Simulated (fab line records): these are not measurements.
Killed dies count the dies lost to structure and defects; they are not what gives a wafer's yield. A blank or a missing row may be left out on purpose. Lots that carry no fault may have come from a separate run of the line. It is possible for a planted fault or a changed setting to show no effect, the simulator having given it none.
fab line records	flow ritCmos
record: lots: 5	wafers: 15	lastDay: 7
route steps=202 shown SILICIDE@167 CONTACT@168 M1@184
lots that met no fault: taken from a fault-free run of the same line
startH: hours from the record's opening day to when the first of the lot's shown wafers began	waitH: hours elapsed since this lot's preceding step	" identical to the entry in the row above	L1.1+2: a single row standing in for several wafers	- no value, or no start was given	* or withheld: withheld	< > ~ a bound
route shown NAME@n: a module of which the file shows steps, and the number in the route of the first	usual: average and standard deviation across the fault-free wafers	same: alike in all rows	chamber/n: place in a boat	sites: per-site readings	_std_site: how widely they spread, as a standard deviation	_edge_site: mean of outer sites minus mean of inner sites	radiusMm: for every site, how far away it sits from the centre of the wafer	mask NAME#n: copy n	behind: the tool/chamber that last shaped the wafer	hold: what put the lot on hold/how long, in hours/how the hold closed	device: names the non-switching transistor (n, p or np)	end of line: the route-end tests of the same wafers	a step with no rows: only its recipe	killed: dies lost to structure and defects at the first sort, not the wafer's yield	map: a wafer's dies, x killed, . not, _ none there
set.NAME: the setting as run; set.NAME@STEP: as run at that earlier step	model.NAME: the simulator's own value behind a step, which no gauge read
lots at selected steps of the route; one table per step, one row per wafer
services: a tool's chamber out of use, with start hour (startH, from the record's first day; less than 0 if before it), hours out, and reason
== steps ==
step: RIT_SILICIDE_RTA_06
recipe: tempC: 750	timeS: 10	idleTempC: 25	rampUpS: 5	rampDownS: 10	coolToC: 25	ambient: N2
usual: wafer_temp_C_max: 753.5/1.1
lot.wafer	tool	chamber	startH	waitH	wafer_temp_C_max
L086.1	rtpAnneal-02	0	115.34	0.0	756.4
L086.4	"	0	"	"	755.0
L086.6	"	0	"	"	754.2
L089.2	rtpAnneal-01	0	130.01	0.0	753.7
L089.3	"	0	"	"	752.4
L089.4	"	0	"	"	752.5
L091.2	rtpAnneal-01	0	139.62	0.0	751.6
L091.5	"	0	"	"	753.6
L091.6	"	0	"	"	752.2
L092.2	rtpAnneal-02	0	141.68	0.0	755.0
L092.4	"	0	"	"	754.7
L092.5	"	0	"	"	753.7
L096.1	rtpAnneal-01	0	169.94	0.0	752.0
L096.2	"	0	"	"	752.6
L096.6	"	0	"	"	752.7
step: RIT_CONTACT_CVD_00
recipe: material: SiO2	targetThkNm: 400	precursor: TEOS	tempC: 390	timeS: 61	rfW: 400
usual: heaterPowerW: 310/52
lot.wafer	tool	chamber	startH	waitH	heaterPowerW
L086.1	pecvd-03	2	115.41	0.1	288
L086.4	"	0	"	"	312
L086.6	"	2	"	"	299
L089.2	pecvd-03	2	130.12	0.1	273
L089.3	"	2	"	"	280
L089.4	"	1	"	"	251
L091.2	pecvd-01	2	139.68	0.0	421
L091.5	"	2	"	"	437
L091.6	"	0	"	"	248
L092.2	pecvd-03	2	141.74	0.0	321
L092.4	"	1	"	"	329
L092.5	"	2	"	"	321
L096.1	pecvd-04	1	170.01	0.1	358
L096.2	"	2	"	"	312
L096.6	"	2	"	"	334
step: RIT_CONTACT_THK_MEAS_01
recipe: reads: SiO2_of_CONTACT_CVD_00
usual: CONTACT_TEOS_THK: 400/5.2
lot.wafer	tool	chamber	startH	waitH	CONTACT_TEOS_THK[nm]
L086.1	filmMetro-01	-	115.46	0.0	398
L086.4	"	-	"	"	407
L086.6	"	-	"	"	401
L089.2	filmMetro-03	-	130.21	0.1	395
L089.3	"	-	"	"	397
L089.4	"	-	"	"	407
L091.2	filmMetro-03	-	139.74	0.0	397
L091.5	"	-	"	"	402
L091.6	"	-	"	"	411
L092.2	filmMetro-02	-	141.80	0.0	405
L092.4	"	-	"	"	404
L092.5	"	-	"	"	403
L096.1	filmMetro-03	-	170.06	0.0	402
L096.2	"	-	"	"	399
L096.6	"	-	"	"	397
step: RIT_CONTACT_HMDS_02
recipe: primeTimeS: 60	primeTempC: 140
usual: chillPlateTempC: 23.04/0.11
lot.wafer	tool	chamber	startH	waitH	chillPlateTempC
L086.1	lithoTrack-03	0	115.52	0.1	23.00
L086.4	"	0	"	"	23.06
L086.6	"	0	"	"	23.09
L089.2	lithoTrack-04	0	130.28	0.1	22.97
L089.3	"	0	"	"	22.85
L089.4	"	0	"	"	22.94
L091.2	lithoTrack-02	0	139.88	0.1	23.13
L091.5	"	0	"	"	23.07
L091.6	"	0	"	"	23.20
L092.2	lithoTrack-03	0	141.87	0.1	23.09
L092.4	"	0	"	"	23.16
L092.5	"	0	"	"	22.96
L096.1	lithoTrack-04	0	170.13	0.1	23.20
L096.2	"	0	"	"	22.85
L096.6	"	0	"	"	23.05
step: RIT_CONTACT_COAT_03
recipe: resist: NOVOLAK	spinRpm: 3298	resistThkNm: 1000
usual: chillPlateTempC: 23.03/0.12
lot.wafer	tool	chamber	startH	waitH	chillPlateTempC
L086.1	lithoTrack-03	0	115.67	0.1	23.05
L086.4	"	0	"	"	23.02
L086.6	"	0	"	"	22.95
L089.2	lithoTrack-04	0	130.43	0.1	23.00
L089.3	"	0	"	"	22.95
L089.4	"	0	"	"	23.12
L091.2	lithoTrack-02	0	140.03	0.1	23.07
L091.5	"	0	"	"	23.13
L091.6	"	0	"	"	23.20
L092.2	lithoTrack-03	0	142.02	0.1	23.15
L092.4	"	0	"	"	22.97
L092.5	"	0	"	"	23.11
L096.1	lithoTrack-04	0	170.28	0.1	22.90
L096.2	"	0	"	"	23.11
L096.6	"	0	"	"	23.11
step: RIT_CONTACT_SOFTBAKE_04
recipe: resist: NOVOLAK	tempC: 90	timeS: 60
usual: chillPlateTempC: 23.02/0.1
lot.wafer	tool	chamber	startH	waitH	chillPlateTempC
L086.1	lithoTrack-03	0	115.82	0.1	23.08
L086.4	"	0	"	"	23.08
L086.6	"	0	"	"	23.16
L089.2	lithoTrack-04	0	130.58	0.1	23.06
L089.3	"	0	"	"	23.08
L089.4	"	0	"	"	22.99
L091.2	lithoTrack-02	0	140.18	0.1	22.98
L091.5	"	0	"	"	22.90
L091.6	"	0	"	"	23.06
L092.2	lithoTrack-03	0	142.17	0.1	23.17
L092.4	"	0	"	"	23.08
L092.5	"	0	"	"	23.04
L096.1	lithoTrack-04	0	170.43	0.1	23.11
L096.2	"	0	"	"	23.06
L096.6	"	0	"	"	23.08
step: RIT_CONTACT_EXPOSE_05
recipe: maskId: M11	na: 0.6	sourceShape: conventional	sigmaOuter: 0.5	targetCdNm: 1000	doseMj: 250
usual: focusOffsetNm: 0.0/0.51
lot.wafer	tool	chamber	startH	waitH	mask	focusOffsetNm
L086.1	ilineStepper-01	0	116.09	0.2	M11#0	-0.1
L086.4	"	0	"	"	M11#0	-0.7
L086.6	"	0	"	"	M11#0	-0.4
L089.2	ilineStepper-02	0	130.73	0.1	M11#0	0.2
L089.3	"	0	"	"	M11#0	-0.3
L089.4	"	0	"	"	M11#0	0.2
L091.2	ilineStepper-02	0	140.40	0.2	M11#0	-0.2
L091.5	"	0	"	"	M11#0	-0.3
L091.6	"	0	"	"	M11#0	-0.1
L092.2	ilineStepper-02	0	142.32	0.1	M11#0	-0.2
L092.4	"	0	"	"	M11#0	0.3
L092.5	"	0	"	"	M11#0	0.8
L096.1	ilineStepper-01	0	170.58	0.1	M11#0	0.5
L096.2	"	0	"	"	M11#0	-0.1
L096.6	"	0	"	"	M11#0	1.0
step: RIT_CONTACT_PEB_06
recipe: resist: NOVOLAK	tempC: withheld	timeS: withheld
usual: chillPlateTempC: *
lot.wafer	tool	chamber	startH	waitH	chillPlateTempC
L086.1	lithoTrack-02	0	116.21	0.1	*
L086.4	"	0	"	"	*
L086.6	"	0	"	"	*
L089.2	lithoTrack-02	0	130.85	0.1	*
L089.3	"	0	"	"	*
L089.4	"	0	"	"	*
L091.2	lithoTrack-02	0	140.52	0.1	*
L091.5	"	0	"	"	*
L091.6	"	0	"	"	*
L092.2	lithoTrack-02	0	142.44	0.1	*
L092.4	"	0	"	"	*
L092.5	"	0	"	"	*
L096.1	lithoTrack-03	0	170.77	0.2	*
L096.2	"	0	"	"	*
L096.6	"	0	"	"	*
step: RIT_CONTACT_DEVELOP_07
recipe: resist: NOVOLAK	developTimeS: 120	devTempC: 23
usual: chillPlateTempC: 23.00/0.11
lot.wafer	tool	chamber	startH	waitH	chillPlateTempC
L086.1	lithoTrack-02	0	-	-	22.99
L086.4	"	0	"	"	23.22
L086.6	"	0	"	"	22.98
L089.2	lithoTrack-02	0	-	-	23.10
L089.3	"	0	"	"	23.16
L089.4	"	0	"	"	23.16
L091.2	lithoTrack-02	0	-	-	22.78
L091.5	"	0	"	"	23.15
L091.6	"	0	"	"	23.04
L092.2	lithoTrack-02	0	-	-	22.89
L092.4	"	0	"	"	22.79
L092.5	"	0	"	"	22.89
L096.1	lithoTrack-03	0	-	-	22.88
L096.2	"	0	"	"	23.06
L096.6	"	0	"	"	22.94
step: RIT_CONTACT_CD_MEAS_08
recipe: targetCdNm: 1000
usual: cdNm: 1001.1/2.4
lot.wafer	tool	chamber	startH	waitH	cdNm
L086.1	cdSem-02	-	116.61	-	1002.5
L086.4	"	-	"	"	1004.4
L086.6	"	-	"	"	1005.1
L089.2	cdSem-01	-	131.24	-	999.7
L089.3	"	-	"	"	996.8
L089.4	"	-	"	"	997.8
L091.2	cdSem-01	-	140.91	-	998.1
L091.5	"	-	"	"	1000.4
L091.6	"	-	"	"	1000.5
L092.2	cdSem-01	-	142.83	-	1002.9
L092.4	"	-	"	"	1005.0
L092.5	"	-	"	"	1002.8
L096.1	cdSem-01	-	171.17	-	998.7
L096.2	"	-	"	"	998.3
L096.6	"	-	"	"	1001.0
step: RIT_CONTACT_OVL_MEAS_09
usual: CONTACT_OVL: 0.2/1.6
lot.wafer	tool	chamber	startH	waitH	CONTACT_OVL[nm]
L086.1	overlay-02	-	116.73	0.1	0.1
L086.4	"	-	"	"	-0.5
L086.6	"	-	"	"	-0.4
L089.2	overlay-02	-	131.35	0.1	2.6
L089.3	"	-	"	"	1.9
L089.4	"	-	"	"	1.9
L091.2	overlay-01	-	141.05	0.1	-1.8
L091.5	"	-	"	"	-1.0
L091.6	"	-	"	"	-1.1
L092.2	overlay-01	-	142.94	0.1	1.2
L092.4	"	-	"	"	0.6
L092.5	"	-	"	"	1.0
L096.1	overlay-02	-	171.29	0.1	2.5
L096.2	"	-	"	"	3.2
L096.6	"	-	"	"	2.7
step: RIT_CONTACT_HARDBAKE_10
recipe: resist: NOVOLAK	tempC: 140	timeS: 60
usual: chillPlateTempC: 22.99/0.12
lot.wafer	tool	chamber	startH	waitH	chillPlateTempC
L086.1	lithoTrack-03	0	116.76	0.0	22.90
L086.4	"	0	"	"	23.05
L086.6	"	0	"	"	22.88
L089.2	lithoTrack-03	0	131.40	0.0	23.15
L089.3	"	0	"	"	23.08
L089.4	"	0	"	"	23.00
L091.2	lithoTrack-02	0	141.10	0.0	23.08
L091.5	"	0	"	"	23.12
L091.6	"	0	"	"	23.12
L092.2	lithoTrack-03	0	142.99	0.0	22.90
L092.4	"	0	"	"	22.89
L092.5	"	0	"	"	22.95
L096.1	lithoTrack-02	0	171.42	0.1	23.01
L096.2	"	0	"	"	22.95
L096.6	"	0	"	"	23.05
step: RIT_CONTACT_ETCH_11
recipe: targetDepthA: 4800	overEtchFrac: 0.2	stopOn: TiSi2	chemistry: CHF3/CF4/Ar	target: SiO2	CHF3_flow_sccm: 50	cf4FlowSccm: 10	Ar_flow_sccm: 100	O2_flow_sccm: 5	pressureMtorr: 100	rfW: 200	timeS: 320
usual: drypumpMotorCurrentA: 5.7/0.55	oesProductAu: 0.993/0.016	throttleValvePct: 8.90/0.12
lot.wafer	tool	chamber	startH	waitH	drypumpMotorCurrentA	oesProductAu	rfHoursCounterH	throttleValvePct
L086.1	rieDiel-03	3	116.91	0.1	5.5	1.007	22	9.11
L086.4	"	0	"	"	6.6	0.959	26	9.00
L086.6	"	3	"	"	5.5	1.006	-	9.10
L089.2	rieDiel-02	0	131.53	0.1	6.1	0.990	20	8.85
L089.3	"	2	"	"	5.2	0.989	5	8.85
L089.4	"	3	"	"	6.1	1.013	-	8.78
L091.2	rieDiel-01	0	141.23	0.1	4.7	0.997	66	8.90
L091.5	"	3	"	"	4.8	0.993	-	8.84
L091.6	"	0	"	"	4.7	0.999	-	8.90
L092.2	rieDiel-03	3	143.12	0.1	5.5	1.002	22	9.09
L092.4	"	1	"	"	6.3	0.994	3	8.88
L092.5	"	3	"	"	5.5	1.012	-	9.09
L096.1	rieDiel-03	1	171.57	0.1	6.3	1.002	4	8.89
L096.2	"	2	"	"	6.0	1.010	75	8.68
L096.6	"	2	"	"	6.0	1.006	-	8.66
step: RIT_CONTACT_STRIP_12
recipe: chemistry: O2	timeS: 180	resist: NOVOLAK	platenTempC: withheld	powerW: 500	pressureMtorr: 4000	o2FlowSccm: 4000
usual: drypumpMotorCurrentA: 5.8/0.35
lot.wafer	tool	chamber	startH	waitH	drypumpMotorCurrentA	rfHoursCounterH
L086.1	plasmaAsher-02	1	117.11	0.1	6.5	48
L086.4	"	1	"	"	6.5	-
L086.6	"	1	"	"	6.5	-
L089.2	plasmaAsher-03	0	131.72	0.1	5.6	36
L089.3	"	0	"	"	5.6	-
L089.4	"	1	"	"	5.5	-
L091.2	plasmaAsher-03	1	141.42	0.1	5.4	37
L091.5	"	1	"	"	5.5	-
L091.6	"	0	"	"	5.5	-
L092.2	plasmaAsher-03	0	143.31	0.1	5.5	37
L092.4	"	0	"	"	5.5	-
L092.5	"	1	"	"	5.5	-
L096.1	plasmaAsher-03	1	171.76	0.1	5.5	40
L096.2	"	0	"	"	5.5	40
L096.6	"	1	"	"	5.5	-
step: RIT_CONTACT_CD_MEAS_90
recipe: targetCdNm: 1000
usual: cdNm: 1001.2/2.3
lot.wafer	tool	chamber	startH	waitH	cdNm
L086.1	cdSem-02	-	117.40	0.2	1002.6
L086.4	"	-	"	"	1004.0
L086.6	"	-	"	"	1004.8
L089.2	cdSem-02	-	131.92	0.1	1000.4
L089.3	"	-	"	"	997.1
L089.4	"	-	"	"	998.4
L091.2	cdSem-02	-	141.62	0.1	998.7
L091.5	"	-	"	"	999.8
L091.6	"	-	"	"	1001.0
L092.2	cdSem-02	-	143.51	0.1	1003.2
L092.4	"	-	"	"	1004.7
L092.5	"	-	"	"	1003.0
L096.1	cdSem-01	-	171.94	0.1	998.6
L096.2	"	-	"	"	998.6
L096.6	"	-	"	"	1001.5
step: RIT_CONTACT_CLEAN_13
recipe: chemistry: SC1	mix: 3:3:50	timeS: 600	tempC: 75
lot.wafer	tool	chamber	startH	waitH
L086.1+4+6	wetBench-01	1	117.52	0.1
L089.2+3+4	wetBench-01	2	132.02	0.1
L091.2+5+6	wetBench-02	2	141.72	0.1
L092.2+4+5	wetBench-04	3	143.61	0.1
L096.1+2+6	wetBench-02	2	172.06	0.1
step: RIT_CONTACT_CLEAN_14
recipe: chemistry: SC2	mix: 3:3:50	timeS: 600	tempC: 75	dry: n2Spin
lot.wafer	tool	chamber	startH	waitH
L086.1+4+6	wetBench-04	1	117.69	0.0
L089.2+3+4	wetBench-02	3	132.19	0.0
L091.2+5+6	wetBench-01	3	141.91	0.0
L092.2+4+5	wetBench-01	0	143.78	0.0
L096.1+2+6	wetBench-01	1	172.44	0.0
step: RIT_M1_SPUTTER_00
recipe: material: Al	targetThkNm: 400	powerW: 2000	chamberPressurePa: 0.4	gas: Ar	timeS: 500	substrateTempC: 25
usual: throttleValvePct: 30.7/1.2
lot.wafer	tool	chamber	startH	waitH	throttleValvePct
L086.1	pvdSputter-01	-	118.04	0.0	30.9
L086.4	"	-	"	"	31.6
L086.6	"	-	"	"	31.1
L089.2	pvdSputter-03	-	132.38	0.0	31.0
L089.3	"	-	"	"	28.0
L089.4	"	-	"	"	31.1
L091.2	pvdSputter-03	-	142.10	0.0	30.9
L091.5	"	-	"	"	32.3
L091.6	"	-	"	"	30.8
L092.2	pvdSputter-01	-	143.97	0.0	29.8
L092.4	"	-	"	"	31.5
L092.5	"	-	"	"	29.8
L096.1	pvdSputter-01	-	172.61	0.0	31.6
L096.2	"	-	"	"	29.7
L096.6	"	-	"	"	29.8
step: RIT_M1_RS_MEAS_01
recipe: thkMeasGauge: four-point-probe	reads: Al_of_M1_SPUTTER_00
usual: M1_AL_RS: 0.0740/0.00093
lot.wafer	tool	chamber	startH	waitH	M1_AL_RS[ohm/sq]
L086.1	filmMetro-04	-	118.34	0.1	0.0729
L086.4	"	-	"	"	0.0743
L086.6	"	-	"	"	0.0729
L089.2	filmMetro-03	-	132.70	0.2	0.0743
L089.3	"	-	"	"	0.0756
L089.4	"	-	"	"	0.0748
L091.2	filmMetro-03	-	142.41	0.2	0.0748
L091.5	"	-	"	"	0.0743
L091.6	"	-	"	"	0.0752
L092.2	filmMetro-04	-	144.29	0.2	0.0745
L092.4	"	-	"	"	0.0737
L092.5	"	-	"	"	0.0745
L096.1	filmMetro-01	-	172.91	0.1	0.0734
L096.2	"	-	"	"	0.0732
L096.6	"	-	"	"	0.0733
step: RIT_M1_THK_MEAS_02
recipe: thkMeasGauge: xrf	reads: Al_of_M1_SPUTTER_00
usual: M1_AL_THK: 400/5
lot.wafer	tool	chamber	startH	waitH	M1_AL_THK[nm]
L086.1	filmMetro-04	-	118.46	0.1	406
L086.4	"	-	"	"	399
L086.6	"	-	"	"	404
L089.2	filmMetro-03	-	132.81	0.1	399
L089.3	"	-	"	"	393
L089.4	"	-	"	"	398
L091.2	filmMetro-03	-	142.52	0.1	398
L091.5	"	-	"	"	399
L091.6	"	-	"	"	394
L092.2	filmMetro-04	-	144.40	0.1	395
L092.4	"	-	"	"	398
L092.5	"	-	"	"	395
L096.1	filmMetro-01	-	173.03	0.1	403
L096.2	"	-	"	"	403
L096.6	"	-	"	"	402
step: RIT_M1_HMDS_03
recipe: primeTimeS: 60	primeTempC: 140
usual: chillPlateTempC: 23.02/0.1
lot.wafer	tool	chamber	startH	waitH	chillPlateTempC
L086.1	lithoTrack-01	0	118.52	0.1	22.99
L086.4	"	0	"	"	22.86
L086.6	"	0	"	"	22.82
L089.2	lithoTrack-01	0	132.88	0.1	23.02
L089.3	"	0	"	"	23.10
L089.4	"	0	"	"	22.94
L091.2	lithoTrack-01	0	142.60	0.1	23.20
L091.5	"	0	"	"	23.22
L091.6	"	0	"	"	23.11
L092.2	lithoTrack-04	0	144.47	0.1	23.03
L092.4	"	0	"	"	23.09
L092.5	"	0	"	"	22.97
L096.1	lithoTrack-02	0	173.09	0.1	23.07
L096.2	"	0	"	"	23.10
L096.6	"	0	"	"	22.98
step: RIT_M1_COAT_04
recipe: resist: NOVOLAK	spinRpm: 2000	resistThkNm: 1300
usual: chillPlateTempC: 22.95/0.11
lot.wafer	tool	chamber	startH	waitH	chillPlateTempC
L086.1	lithoTrack-01	0	118.67	0.1	22.87
L086.4	"	0	"	"	22.79
L086.6	"	0	"	"	23.04
L089.2	lithoTrack-01	0	133.03	0.1	22.97
L089.3	"	0	"	"	23.02
L089.4	"	0	"	"	22.87
L091.2	lithoTrack-01	0	142.75	0.1	23.16
L091.5	"	0	"	"	23.02
L091.6	"	0	"	"	23.16
L092.2	lithoTrack-04	0	144.62	0.1	22.85
L092.4	"	0	"	"	22.72
L092.5	"	0	"	"	22.88
L096.1	lithoTrack-02	0	173.24	0.1	22.87
L096.2	"	0	"	"	22.96
L096.6	"	0	"	"	23.06
step: RIT_M1_SOFTBAKE_05
recipe: resist: NOVOLAK	tempC: 90	timeS: 60
usual: chillPlateTempC: 23.00/0.11
lot.wafer	tool	chamber	startH	waitH	chillPlateTempC
L086.1	lithoTrack-01	0	118.82	0.1	23.12
L086.4	"	0	"	"	23.07
L086.6	"	0	"	"	23.09
L089.2	lithoTrack-01	0	133.18	0.1	22.81
L089.3	"	0	"	"	22.92
L089.4	"	0	"	"	23.00
L091.2	lithoTrack-01	0	142.90	0.1	22.99
L091.5	"	0	"	"	22.98
L091.6	"	0	"	"	23.02
L092.2	lithoTrack-04	0	144.77	0.1	22.86
L092.4	"	0	"	"	22.64
L092.5	"	0	"	"	22.89
L096.1	lithoTrack-02	0	173.39	0.1	22.97
L096.2	"	0	"	"	22.89
L096.6	"	0	"	"	22.95
step: RIT_M1_EXPOSE_06
recipe: maskId: M12	na: 0.6	sourceShape: conventional	sigmaOuter: 0.5	targetCdNm: 2600	doseMj: 254.3
usual: focusOffsetNm: 0.0/0.57
lot.wafer	tool	chamber	startH	waitH	mask	focusOffsetNm
L086.1	ilineStepper-01	0	118.97	0.1	M12#0	-0.5
L086.4	"	0	"	"	M12#0	-0.6
L086.6	"	0	"	"	M12#0	-1.6
L089.2	ilineStepper-02	0	133.35	0.1	M12#0	0.0
L089.3	"	0	"	"	M12#0	0.8
L089.4	"	0	"	"	M12#0	0.6
L091.2	ilineStepper-02	0	143.04	0.1	M12#0	-0.4
L091.5	"	0	"	"	M12#0	0.1
L091.6	"	0	"	"	M12#0	-0.7
L092.2	ilineStepper-02	0	144.92	0.1	M12#0	-0.6
L092.4	"	0	"	"	M12#0	0.4
L092.5	"	0	"	"	M12#0	-0.4
L096.1	ilineStepper-01	0	173.54	0.1	M12#0	0.4
L096.2	"	0	"	"	M12#0	1.0
L096.6	"	0	"	"	M12#0	0.3
step: RIT_M1_PEB_07
recipe: resist: NOVOLAK	tempC: withheld	timeS: withheld
usual: chillPlateTempC: *
lot.wafer	tool	chamber	startH	waitH	chillPlateTempC
L086.1	lithoTrack-04	0	119.37	0.4	*
L086.4	"	0	"	"	*
L086.6	"	0	"	"	*
L089.2	lithoTrack-01	0	133.47	0.1	*
L089.3	"	0	"	"	*
L089.4	"	0	"	"	*
L091.2	lithoTrack-02	0	143.17	0.1	*
L091.5	"	0	"	"	*
L091.6	"	0	"	"	*
L092.2	lithoTrack-02	0	145.04	0.1	*
L092.4	"	0	"	"	*
L092.5	"	0	"	"	*
L096.1	lithoTrack-04	0	173.65	0.1	*
L096.2	"	0	"	"	*
L096.6	"	0	"	"	*
step: RIT_M1_DEVELOP_08
recipe: resist: NOVOLAK	developTimeS: 68	devTempC: 23
usual: chillPlateTempC: 22.98/0.1
lot.wafer	tool	chamber	startH	waitH	chillPlateTempC
L086.1	lithoTrack-04	0	-	-	22.82
L086.4	"	0	"	"	22.99
L086.6	"	0	"	"	22.83
L089.2	lithoTrack-01	0	-	-	22.88
L089.3	"	0	"	"	23.00
L089.4	"	0	"	"	22.99
L091.2	lithoTrack-02	0	-	-	22.98
L091.5	"	0	"	"	23.05
L091.6	"	0	"	"	22.83
L092.2	lithoTrack-02	0	-	-	22.90
L092.4	"	0	"	"	22.94
L092.5	"	0	"	"	22.98
L096.1	lithoTrack-04	0	-	-	22.88
L096.2	"	0	"	"	22.99
L096.6	"	0	"	"	23.09
== services ==
tool	chamber	startH	hours	kind
rieDiel-01	3	105.95	-	clean
rieDiel-01	3	105.95	18.8	scheduledDown
rieDiel-01	3	105.95	18.8	ventCycle
ilineStepper-01	-	119.09	28.9	pm
rieDiel-02	1	119.49	15.3	repair
pecvd-03	0	129.67	3.5	repair
rieDiel-02	1	134.80	-	clean
rieDiel-02	1	134.80	30.0	scheduledDown
rieDiel-02	1	134.80	30.0	ventCycle
rieDiel-01	2	137.42	13.6	repair
pecvd-03	-	139.66	1.5	repair
plasmaAsher-02	-	142.05	0.5	repair
ilineStepper-02	-	145.97	35.9	repair
rieDiel-01	0	147.65	1.4	repair
rieDiel-02	-	153.71	14.6	pm
rtpAnneal-02	-	154.06	4.2	pm
== key ==
fault none
